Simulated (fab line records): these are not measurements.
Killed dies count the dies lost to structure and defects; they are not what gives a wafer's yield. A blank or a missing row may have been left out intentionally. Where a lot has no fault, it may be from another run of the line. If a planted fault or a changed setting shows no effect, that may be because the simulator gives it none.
fab line records	flow berkeley_cmos170
record lots=5	wafers=23
route steps=331 shown ZERO@7 NWELL@18 PWELL@39 WELLDRIVE@56 ACTIVE@65 FIELD@90
start_h: the number of hours between the record's first day and the start of the first shown wafer of the lot	wait_h: hours since the lot's step before	" same as the row above	L1.1+2: one row covering several wafers at once	- either no value or no given start	* or withheld: withheld	< > ~ a bound
route shown NAME@n: a module of which the file shows steps, and the number in the route of the first	usual: mean/standard deviation taken from wafers without a fault	same: alike in all rows	chamber/n: place in a boat	sites: each site's reading	_std_site: standard deviation of those values	_edge_site: mean of outer sites minus mean of inner sites	radius_mm: how far each site lies from the wafer's centre	mask NAME#n: copy n	behind: the most recent tool/chamber to have shaped the wafer	hold: reason for holding the lot/hours on hold/outcome of the hold	device: the n, p or np transistor that did not switch	end of line: at the end of the route, the tests of the same wafers	a step with no rows: only its recipe	killed: dies that structure and defects cost at the first sort, which is not the same as the wafer's yield	map: per-die view of a wafer (x killed, . not killed, _ where there is no die)
set.NAME: setting as actually run; set.NAME@STEP: the setting as run at that earlier step	model.NAME: the simulator's own value behind a step, which no gauge read
lots with deliberately changed settings; one table per step, one row per wafer
## steps
# step UCB170_ZERO_COAT_01
# recipe resist=KrF	spin_rpm=1500	resist_thk_nm=900
lot.wafer	tool	chamber	start_h	wait_h	set.spin_rpm	model.KrF_of_ZERO_COAT_01.thk_nm
L074.1	litho_track-02	0	20.62	0.1	1588	871.2
L074.2	"	0	"	"	1588	871.1
L074.3	"	0	"	"	1500	898.1
L074.4	"	0	"	"	1500	897.5
L074.6	"	0	"	"	1500	899.1
L075.1	litho_track-03	0	24.89	0.1	1500	905.4
L075.2	"	0	"	"	1560	884.5
L075.3	"	0	"	"	1500	902.5
L075.5	"	0	"	"	1500	902.3
L075.6	"	0	"	"	1560	883.2
L076.1	litho_track-02	0	29.93	0.1	1500	902.1
L076.2	"	0	"	"	1552	886.2
L076.3	"	0	"	"	1552	888.1
L076.5	"	0	"	"	1500	900.7
L076.6	"	0	"	"	1500	899.7
L079.1+5	litho_track-03	0	46.81	0.1	1500	898.2
L079.2	"	0	"	"	1465	908
L079.3	"	0	"	"	1465	908.4
L079.6	"	0	"	"	1500	900.7
L084.2	litho_track-02	0	70.34	0.1	1500	907
L084.3	"	0	"	"	1500	905.6
L084.5	"	0	"	"	1500	906.3
# step UCB170_ZERO_SOFTBAKE_02
# recipe resist=KrF	temp_c=130	time_s=60
# step UCB170_ZERO_EXPOSE_03
# recipe mask_id=PM_MARKS	na=0.5	sigma_outer=0.6	source_shape=conventional	target_cd_nm=4000	dose_mj=30
# step UCB170_ZERO_DEVELOP_05
# recipe developer=TMAH	develop_time_s=45	resist=KrF	dev_temp_c=21
# step UCB170_ZERO_ETCH_06
# recipe chemistry=CHF3/CF4/Ar	target=SiO2	time_s=12	pressure_mtorr=100	rf_w=500	CHF3_flow_sccm=50	cf4_flow_sccm=10	Ar_flow_sccm=120	over_etch_frac=1.58
# step UCB170_ZERO_STRIP_07
# recipe chemistry=O2	power_w=400	pressure_mtorr=3500	platen_temp_c=withheld	o2_flow_sccm=400	overash_fraction=0.5
# usual strip_time_to_endpoint_s=21.48/0.079
lot.wafer	tool	chamber	start_h	wait_h	set.spin_rpm@ZERO_COAT_01	strip_time_to_endpoint_s
L074.1	plasma_asher-04	0	21.74	0.0	1588	20.77
L074.2	"	1	"	"	1588	20.79
L074.3	"	0	"	"	1500	21.42
L074.4	"	1	"	"	1500	21.41
L074.6	"	0	"	"	1500	21.45
L075.1	plasma_asher-03	1	25.63	0.0	1500	21.62
L075.2	"	0	"	"	1560	21.11
L075.3	"	0	"	"	1500	21.54
L075.5	"	1	"	"	1500	21.53
L075.6	"	0	"	"	1560	21.09
L076.1	plasma_asher-04	1	30.65	0.0	1500	21.51
L076.2	"	0	"	"	1552	21.16
L076.3	"	1	"	"	1552	21.18
L076.5	"	0	"	"	1500	21.51
L076.6	"	1	"	"	1500	21.45
L079.1	plasma_asher-03	0	47.65	0.0	1500	21.43
L079.2	"	1	"	"	1465	21.67
L079.3	"	1	"	"	1465	21.68
L079.5	"	1	"	"	1500	21.42
L079.6	"	0	"	"	1500	21.49
L084.2	plasma_asher-04	0	71.48	0.0	1500	21.64
L084.3	"	0	"	"	1500	21.61
L084.5	"	0	"	"	1500	21.65
# step UCB170_NWELL_CVD_04
# recipe material=Si3N4	target_thk_nm=224	temp_c=800	precursor=SiH2Cl2/NH3	time_s=3360	pressure_mtorr=200	sih2cl2_flow_sccm=25	nh3_flow_sccm=75
lot.wafer	tool	chamber	start_h	wait_h	set.temp_c	model.Si3N4_of_NWELL_CVD_04.thk_nm
L074.1	-	-	-	0.0	787.9	176.3
L074.2	"	-	"	"	787.9	176.7
L074.3+6	"	-	"	"	787.9	177
L074.4	"	-	"	"	787.9	177.3
L075.1	-	-	-	0.0	787.7	180.3
L075.2	"	-	"	"	787.7	179.7
L075.3	"	-	"	"	787.7	179.5
L075.5	"	-	"	"	787.7	178.1
L075.6	"	-	"	"	787.7	179.3
L076.1	-	-	-	0.1	817.6	303.4
L076.2	"	-	"	"	817.6	302.3
L076.3	"	-	"	"	817.6	301.9
L076.5	"	-	"	"	817.6	303.1
L076.6	"	-	"	"	817.6	301
L079.1	-	-	-	0.1	800	222.3
L079.2	"	-	"	"	800	221.7
L079.3	"	-	"	"	800	223.1
L079.5	"	-	"	"	800	223.3
L079.6	"	-	"	"	800	220.1
L084.2	lpcvd-02	0	77.29	0.2	800	223.7
L084.3+5	"	0	"	"	800	223.4
# step UCB170_NWELL_THK_MEAS_05
# recipe reads=Si3N4_of_NWELL_CVD_04
# usual NWELL_NITRIDE_THK=222.9/1.9
lot.wafer	tool	chamber	start_h	wait_h	set.temp_c@NWELL_CVD_04	NWELL_NITRIDE_THK[nm]
L074.1	film_metro-01	-	-	-	787.9	176.3
L074.2	"	-	"	"	787.9	176.7
L074.3	"	-	"	"	787.9	176.9
L074.4	"	-	"	"	787.9	177.3
L074.6	"	-	"	"	787.9	176.9
L075.1	film_metro-01	-	-	-	787.7	180.4
L075.2	"	-	"	"	787.7	179.7
L075.3	"	-	"	"	787.7	179.5
L075.5	"	-	"	"	787.7	178.1
L075.6	"	-	"	"	787.7	179.2
L076.1	film_metro-01	-	-	-	817.6	303.3
L076.2	"	-	"	"	817.6	302.3
L076.3	"	-	"	"	817.6	301.9
L076.5	"	-	"	"	817.6	303.1
L076.6	"	-	"	"	817.6	301.2
L079.1	film_metro-01	-	-	-	800	222.2
L079.2	"	-	"	"	800	221.5
L079.3	"	-	"	"	800	223.2
L079.5	"	-	"	"	800	223.3
L079.6	"	-	"	"	800	220.1
L084.2	film_metro-03	-	79.35	0.1	800	223.6
L084.3	"	-	"	"	800	223.4
L084.5	"	-	"	"	800	223.3
# step UCB170_NWELL_HMDS_06
# recipe prime_time_s=60	prime_temp_c=100
# step UCB170_NWELL_COAT_07
# recipe resist=KrF	spin_rpm=1500	resist_thk_nm=900
# step UCB170_NWELL_DEVELOP_11
# recipe developer=TMAH	develop_time_s=45	resist=KrF	dev_temp_c=21
# step UCB170_NWELL_ETCH_13
# recipe chemistry=CH3F/Ar/O2	target=Si3N4	stop_on=SiO2	CH3F_flow_sccm=20	Ar_flow_sccm=50	O2_flow_sccm=7	pressure_mtorr=50	rf_w=450	target_depth_a=2464	over_etch_frac=0.1	time_s=154
lot.wafer	tool	chamber	start_h	wait_h	set.temp_c@NWELL_CVD_04	model.etch.depth_nm
L074.1	rie_diel-03	1	33.57	0.0	787.9	176.3
L074.2	"	0	"	"	787.9	176.7
L074.3+6	"	2,0	"	"	787.9	177
L074.4	"	1	"	"	787.9	177.3
L075.1	rie_diel-01	1	39.62	0.0	787.7	180.3
L075.2	"	2	"	"	787.7	179.7
L075.3	"	3	"	"	787.7	179.5
L075.5	"	3	"	"	787.7	178.1
L075.6	"	0	"	"	787.7	179.3
L076.1	rie_diel-04	1	43.77	0.0	817.6	250
L076.2	"	3	"	"	817.6	247.8
L076.3	"	2	"	"	817.6	245.1
L076.5	"	1	"	"	817.6	251.2
L076.6	"	2	"	"	817.6	243.5
L079.1	rie_diel-04	0	59.96	0.0	800	222.3
L079.2	"	3	"	"	800	221.7
L079.3	"	1	"	"	800	223.1
L079.5	"	3	"	"	800	223.3
L079.6	"	2	"	"	800	220.1
L084.2	rie_diel-04	2	81.50	0.0	800	223.7
L084.3+5	"	0,3	"	"	800	223.4
# step UCB170_NWELL_IMPLANT_14
# recipe species=P	dose_cm2=1e+13	energy_kev=150	tilt_deg=7
lot.wafer	tool	chamber	start_h	wait_h	set.energy_kev	model.implant.drp_nm
L074.1+2+3+4+6	implanter-03	0	33.67	0.1	150	62.72
L075.1+2+3+5+6	implanter-01	0	39.72	0.1	150	62.72
L076.1+6	implanter-03	0	43.87	0.1	154.1	64.01
L076.2+3+5	"	0	"	"	150	62.72
L079.1+2+6	implanter-01	0	60.06	0.1	150	62.72
L079.3+5	"	0	"	"	153.5	63.83
L084.2+3+5	implanter-04	0	81.63	0.1	150	62.72
# step UCB170_PWELL_CVD_05
# recipe material=Si3N4	target_thk_nm=220	temp_c=800	precursor=SiH2Cl2/NH3	time_s=3300	pressure_mtorr=200	sih2cl2_flow_sccm=25	nh3_flow_sccm=75
lot.wafer	tool	chamber	start_h	wait_h	set.nh3_flow_sccm
L074.1+2+3+4+6	-	-	-	0.0	75
L075.1+2+3+5+6	-	-	-	0.0	69.32
L076.1+2+3+5+6	-	-	-	0.0	63.85
L079.1+2+3+5+6	-	-	-	0.0	78.52
L084.2+3+5	lpcvd-02	0	96.78	0.7	75
# step UCB170_PWELL_HMDS_07
# recipe prime_time_s=60	prime_temp_c=100
# step UCB170_PWELL_DEVELOP_12
# recipe developer=TMAH	develop_time_s=45	resist=KrF	dev_temp_c=21
# step UCB170_PWELL_ETCH_14
# recipe chemistry=CH3F/Ar/O2	target=Si3N4	stop_on=SiO2	CH3F_flow_sccm=20	Ar_flow_sccm=50	O2_flow_sccm=7	pressure_mtorr=50	rf_w=450	target_depth_a=2420	over_etch_frac=0.1	time_s=151
# usual oes_product_au=0.940/0.014
lot.wafer	tool	chamber	start_h	wait_h	set.nh3_flow_sccm@PWELL_CVD_05	oes_product_au
L074.1	rie_diel-03	3	51.10	0.0	75	0.938
L074.2	"	2	"	"	75	0.950
L074.3	"	0	"	"	75	0.933
L074.4	"	1	"	"	75	0.951
L074.6	"	3	"	"	75	0.946
L076.1	rie_diel-02	0	59.68	0.0	63.85	0.888
L076.2	"	2	"	"	63.85	0.892
L076.3	"	1	"	"	63.85	0.878
L076.5	"	2	"	"	63.85	0.889
L076.6	"	1	"	"	63.85	0.865
L075.1	rie_diel-03	3	59.95	0.0	69.32	0.918
L075.2	"	2	"	"	69.32	0.917
L075.3	"	1	"	"	69.32	0.922
L075.5	"	1	"	"	69.32	0.920
L075.6	"	0	"	"	69.32	0.893
L079.1	rie_diel-02	1	77.19	0.0	78.52	0.954
L079.2	"	2	"	"	78.52	0.963
L079.3	"	3	"	"	78.52	0.978
L079.5	"	2	"	"	78.52	0.965
L079.6	"	1	"	"	78.52	0.954
L084.2	rie_diel-02	0	100.03	0.0	75	0.943
L084.3	"	1	"	"	75	0.926
L084.5	"	0	"	"	75	0.945
# step UCB170_WELLDRIVE_OXIDATION_01
# recipe temp_c=1100	ambient=O2	target_thk_a=1990	ox_time_s=9000
lot.wafer	tool	chamber	start_h	wait_h	set.temp_c	model.SiO2_of_WELLDRIVE_OXIDATION_01.thk_nm
L074.1	-	-	-	3.8	1123	219.2
L074.2	"	-	"	"	1123	220.7
L074.3	"	-	"	"	1123	222
L074.4	"	-	"	"	1123	220
L074.6	"	-	"	"	1123	220.6
L075.1	-	-	-	3.6	1076	164.9
L075.2	"	-	"	"	1076	167.9
L075.3	"	-	"	"	1076	165.2
L075.5	"	-	"	"	1076	165.7
L075.6	"	-	"	"	1076	168.8
L076.1	-	-	-	3.6	1078	165.7
L076.2	"	-	"	"	1078	167
L076.3	"	-	"	"	1078	164
L076.5	"	-	"	"	1078	169.5
L076.6	"	-	"	"	1078	166.2
L079.1	-	-	-	3.7	1083	181
L079.2	"	-	"	"	1083	181.2
L079.3	"	-	"	"	1083	182
L079.5	"	-	"	"	1083	180.4
L079.6	"	-	"	"	1083	182.1
L084.2	furnace-02	0	109.38	3.0	1100	197.3
L084.3+5	"	0	"	"	1100	200
# step UCB170_WELLDRIVE_THK_MEAS_02
# recipe reads=SiO2_of_WELLDRIVE_OXIDATION_01
# usual WELLDRIVE_OXIDE_THK=200/4.3
lot.wafer	tool	chamber	start_h	wait_h	set.temp_c@WELLDRIVE_OXIDATION_01	WELLDRIVE_OXIDE_THK[nm]
L074.1	film_metro-01	-	-	-	1123	219
L074.2	"	-	"	"	1123	221
L074.3	"	-	"	"	1123	222
L074.4	"	-	"	"	1123	220
L074.6	"	-	"	"	1123	221
L075.1	film_metro-02	-	-	-	1076	165
L075.2	"	-	"	"	1076	168
L075.3	"	-	"	"	1076	165
L075.5	"	-	"	"	1076	166
L075.6	"	-	"	"	1076	169
L076.1	film_metro-01	-	-	-	1078	166
L076.2	"	-	"	"	1078	167
L076.3	"	-	"	"	1078	164
L076.5	"	-	"	"	1078	170
L076.6	"	-	"	"	1078	166
L079.1	film_metro-02	-	-	-	1083	181
L079.2	"	-	"	"	1083	181
L079.3	"	-	"	"	1083	182
L079.5	"	-	"	"	1083	180
L079.6	"	-	"	"	1083	182
L084.2	film_metro-04	-	112.89	0.0	1100	197
L084.3	"	-	"	"	1100	200
L084.5	"	-	"	"	1100	200
# step UCB170_ACTIVE_CVD_05
# recipe material=Si3N4	target_thk_nm=220	temp_c=800	precursor=SiH2Cl2/NH3	time_s=3300	pressure_mtorr=200	sih2cl2_flow_sccm=25	nh3_flow_sccm=75
lot.wafer	tool	chamber	start_h	wait_h	set.temp_c	model.Si3N4_of_ACTIVE_CVD_05.thk_nm
L074.1	-	-	-	1.1	811.7	271.9
L074.2	"	-	"	"	811.7	271.2
L074.3	"	-	"	"	811.7	269.8
L074.4	"	-	"	"	811.7	270.4
L074.6	"	-	"	"	811.7	268.9
L075.1	-	-	-	0.0	791.8	189.1
L075.2	"	-	"	"	791.8	189.3
L075.3	"	-	"	"	791.8	188.5
L075.5	"	-	"	"	791.8	188.9
L075.6	"	-	"	"	791.8	188.6
L076.1	-	-	-	0.0	816.1	292.3
L076.2	"	-	"	"	816.1	294.5
L076.3	"	-	"	"	816.1	292.7
L076.5	"	-	"	"	816.1	293.8
L076.6	"	-	"	"	816.1	292.6
L079.1	-	-	-	0.0	800	221
L079.2	"	-	"	"	800	219.6
L079.3+5	"	-	"	"	800	220.6
L079.6	"	-	"	"	800	221.2
L084.2	lpcvd-01	0	127.00	0.0	800	227.4
L084.3	"	0	"	"	800	226
L084.5	"	0	"	"	800	225.8
# step UCB170_ACTIVE_THK_MEAS_06
# recipe reads=Si3N4_of_ACTIVE_CVD_05
# usual ACTIVE_NITRIDE_THK=221.7/2.4
lot.wafer	tool	chamber	start_h	wait_h	set.temp_c@ACTIVE_CVD_05	ACTIVE_NITRIDE_THK[nm]
L074.1	film_metro-03	-	-	-	811.7	271.7
L074.2	"	-	"	"	811.7	271.3
L074.3	"	-	"	"	811.7	269.6
L074.4	"	-	"	"	811.7	270.6
L074.6	"	-	"	"	811.7	268.6
L075.1	film_metro-02	-	-	-	791.8	189.0
L075.2	"	-	"	"	791.8	189.3
L075.3	"	-	"	"	791.8	188.4
L075.5	"	-	"	"	791.8	188.7
L075.6	"	-	"	"	791.8	188.7
L076.1	film_metro-03	-	-	-	816.1	292.5
L076.2	"	-	"	"	816.1	294.4
L076.3	"	-	"	"	816.1	293.0
L076.5	"	-	"	"	816.1	293.4
L076.6	"	-	"	"	816.1	292.7
L079.1	film_metro-04	-	-	-	800	220.9
L079.2	"	-	"	"	800	219.5
L079.3	"	-	"	"	800	220.6
L079.5	"	-	"	"	800	220.4
L079.6	"	-	"	"	800	221.3
L084.2	film_metro-02	-	128.99	0.1	800	227.6
L084.3	"	-	"	"	800	226.2
L084.5	"	-	"	"	800	226.1
# step UCB170_FIELD_OXIDATION_01
# recipe temp_c=1000	ambient=H2O	p_h2o_torr=584.62	target_thk_a=5583	ox_time_s=7200
lot.wafer	tool	chamber	start_h	wait_h	set.ox_time_s	model.SiO2_of_FIELD_OXIDATION_01.thk_nm
L074.1	-	-	-	1.8	7679	594.3
L074.2	"	-	"	"	7679	592.8
L074.3	"	-	"	"	7679	595.4
L074.4	"	-	"	"	7679	586.9
L074.6	"	-	"	"	7679	592.3
L075.1	-	-	-	2.8	8270	611.5
L075.2	"	-	"	"	8270	611.2
L075.3	"	-	"	"	8270	609.9
L075.5	"	-	"	"	8270	604.7
L075.6	"	-	"	"	8270	611.6
L076.1	-	-	-	3.2	6650	523
L076.2	"	-	"	"	6650	534.2
L076.3	"	-	"	"	6650	535.4
L076.5	"	-	"	"	6650	527.1
L076.6	"	-	"	"	6650	522.6
L079.1	-	-	-	1.6	6766	537.8
L079.2	"	-	"	"	6766	528.1
L079.3	"	-	"	"	6766	536.5
L079.5	"	-	"	"	6766	530
L079.6	"	-	"	"	6766	527.8
L084.2	furnace-01	0	133.37	0.0	7200	551.5
L084.3	"	0	"	"	7200	550.8
L084.5	"	0	"	"	7200	546
# step UCB170_FIELD_THK_MEAS_02
# recipe reads=SiO2_of_FIELD_OXIDATION_01
# usual FIELD_OXIDE_THK=559/8.2
lot.wafer	tool	chamber	start_h	wait_h	set.ox_time_s@FIELD_OXIDATION_01	FIELD_OXIDE_THK[nm]
L074.1	film_metro-01	-	-	-	7679	594
L074.2	"	-	"	"	7679	594
L074.3	"	-	"	"	7679	595
L074.4	"	-	"	"	7679	587
L074.6	"	-	"	"	7679	592
L075.1	film_metro-01	-	-	-	8270	611
L075.2	"	-	"	"	8270	611
L075.3	"	-	"	"	8270	610
L075.5	"	-	"	"	8270	605
L075.6	"	-	"	"	8270	612
L076.1	film_metro-04	-	-	-	6650	524
L076.2	"	-	"	"	6650	534
L076.3	"	-	"	"	6650	535
L076.5	"	-	"	"	6650	527
L076.6	"	-	"	"	6650	523
L079.1	film_metro-03	-	-	-	6766	538
L079.2	"	-	"	"	6766	528
L079.3	"	-	"	"	6766	536
L079.5	"	-	"	"	6766	530
L079.6	"	-	"	"	6766	528
L084.2	film_metro-01	-	136.38	0.0	7200	551
L084.3	"	-	"	"	7200	551
L084.5	"	-	"	"	7200	546
# step UCB170_FIELD_ANNEAL_03
# recipe temp_c=1000	time_s=1200	ambient=N2
# step UCB170_FIELD_WET_ETCH_04
# recipe chemistry=dHF	dilution=10:1	target=SiO2	temp_c=25	time_s=60
lot.wafer	tool	chamber	start_h	wait_h	set.ox_time_s@FIELD_OXIDATION_01	model.SiO2_of_FIELD_OXIDATION_01.thk_nm
L074.1	wet_bench-04	1	88.31	0.0	7679	560.6
L074.2	"	1	"	"	7679	559
L074.3	"	1	"	"	7679	561.5
L074.4	"	1	"	"	7679	553.2
L074.6	"	1	"	"	7679	558.6
L075.1+6	wet_bench-04	2	98.09	0.0	8270	578.6
L075.2	"	2	"	"	8270	578.3
L075.3	"	2	"	"	8270	577
L075.5	"	2	"	"	8270	571.8
L076.1	wet_bench-04	3	98.09	0.0	6650	490
L076.2	"	3	"	"	6650	501.2
L076.3	"	3	"	"	6650	502.4
L076.5	"	3	"	"	6650	493.9
L076.6	"	3	"	"	6650	489.8
L079.1	wet_bench-04	3	118.86	0.0	6766	504.9
L079.2	"	3	"	"	6766	495.3
L079.3	"	3	"	"	6766	503.7
L079.5	"	3	"	"	6766	497.3
L079.6	"	3	"	"	6766	495.1
L084.2	wet_bench-04	1	141.94	0.0	7200	518.6
L084.3	"	1	"	"	7200	518
L084.5	"	1	"	"	7200	513.3
# step UCB170_FIELD_WET_ETCH_05
# recipe chemistry=H3PO4	target=Si3N4	temp_c=160	time_s=12600
# step UCB170_FIELD_WET_ETCH_06
# recipe chemistry=BOE	dilution=5:1	target=SiO2	temp_c=25	time_s=22
# step UCB170_FIELD_THK_MEAS_90
# recipe reads=SiO2_of_FIELD_OXIDATION_01
# usual FIELD_OXIDE_LEFT_1_THK=442/8.1
lot.wafer	tool	chamber	start_h	wait_h	set.ox_time_s@FIELD_OXIDATION_01	FIELD_OXIDE_LEFT_1_THK[nm]
L074.1	film_metro-04	-	92.18	0.0	7679	476
L074.2	"	-	"	"	7679	474
L074.3	"	-	"	"	7679	476
L074.4	"	-	"	"	7679	469
L074.6	"	-	"	"	7679	474
L075.1	film_metro-04	-	101.83	0.0	8270	495
L075.2	"	-	"	"	8270	495
L075.3	"	-	"	"	8270	494
L075.5	"	-	"	"	8270	488
L075.6	"	-	"	"	8270	495
L076.1	film_metro-01	-	101.83	0.0	6650	408
L076.2	"	-	"	"	6650	419
L076.3	"	-	"	"	6650	421
L076.5	"	-	"	"	6650	412
L076.6	"	-	"	"	6650	408
L079.1	film_metro-01	-	122.82	0.0	6766	420
L079.2	"	-	"	"	6766	411
L079.3	"	-	"	"	6766	419
L079.5	"	-	"	"	6766	412
L079.6	"	-	"	"	6766	410
L084.2	film_metro-04	-	145.65	0.1	7200	435
L084.3	"	-	"	"	7200	435
L084.5	"	-	"	"	7200	430
## key
split step=UCB170_ZERO_COAT_01	setting=spin_rpm	stated=1500	by=wafer
response step=UCB170_ZERO_COAT_01	reading=model.KrF_of_ZERO_COAT_01.thk_nm	change=-4.51	per=1%	r=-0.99
response step=UCB170_ZERO_STRIP_07	reading=strip_time_to_endpoint_s	change=*	per=1%	r=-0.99
split step=UCB170_NWELL_CVD_04	setting=temp_c	stated=800	by=lot
response step=UCB170_NWELL_CVD_04	reading=model.Si3N4_of_NWELL_CVD_04.thk_nm	change=+33.2	per=1%	r=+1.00
response step=UCB170_NWELL_THK_MEAS_05	reading=NWELL_NITRIDE_THK	change=+33.2	per=1%	r=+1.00
response step=UCB170_NWELL_ETCH_13	reading=model.etch.depth_nm	change=+19.1	per=1%	r=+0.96
split step=UCB170_NWELL_IMPLANT_14	setting=energy_kev	stated=150	by=wafer
response step=UCB170_NWELL_IMPLANT_14	reading=model.implant.drp_nm	change=+0.472	per=1%	r=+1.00
split step=UCB170_PWELL_CVD_05	setting=nh3_flow_sccm	stated=75	by=lot
response step=UCB170_PWELL_ETCH_14	reading=oes_product_au	change=+0.00403	per=1%	r=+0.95
split step=UCB170_WELLDRIVE_OXIDATION_01	setting=temp_c	stated=1100	by=lot
response step=UCB170_WELLDRIVE_OXIDATION_01	reading=model.SiO2_of_WELLDRIVE_OXIDATION_01.thk_nm	change=+12.6	per=1%	r=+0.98
response step=UCB170_WELLDRIVE_THK_MEAS_02	reading=WELLDRIVE_OXIDE_THK	change=+12.7	per=1%	r=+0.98
split step=UCB170_ACTIVE_CVD_05	setting=temp_c	stated=800	by=lot
response step=UCB170_ACTIVE_CVD_05	reading=model.Si3N4_of_ACTIVE_CVD_05.thk_nm	change=+33.9	per=1%	r=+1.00
response step=UCB170_ACTIVE_THK_MEAS_06	reading=ACTIVE_NITRIDE_THK	change=+33.9	per=1%	r=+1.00
split step=UCB170_FIELD_OXIDATION_01	setting=ox_time_s	stated=7200	by=lot
response step=UCB170_FIELD_OXIDATION_01	reading=model.SiO2_of_FIELD_OXIDATION_01.thk_nm	change=+3.86	per=1%	r=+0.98
response step=UCB170_FIELD_THK_MEAS_02	reading=FIELD_OXIDE_THK	change=+3.84	per=1%	r=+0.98
response step=UCB170_FIELD_WET_ETCH_04	reading=model.SiO2_of_FIELD_OXIDATION_01.thk_nm	change=+3.84	per=1%	r=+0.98
response step=UCB170_FIELD_THK_MEAS_90	reading=FIELD_OXIDE_LEFT_1_THK	change=+3.82	per=1%	r=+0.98
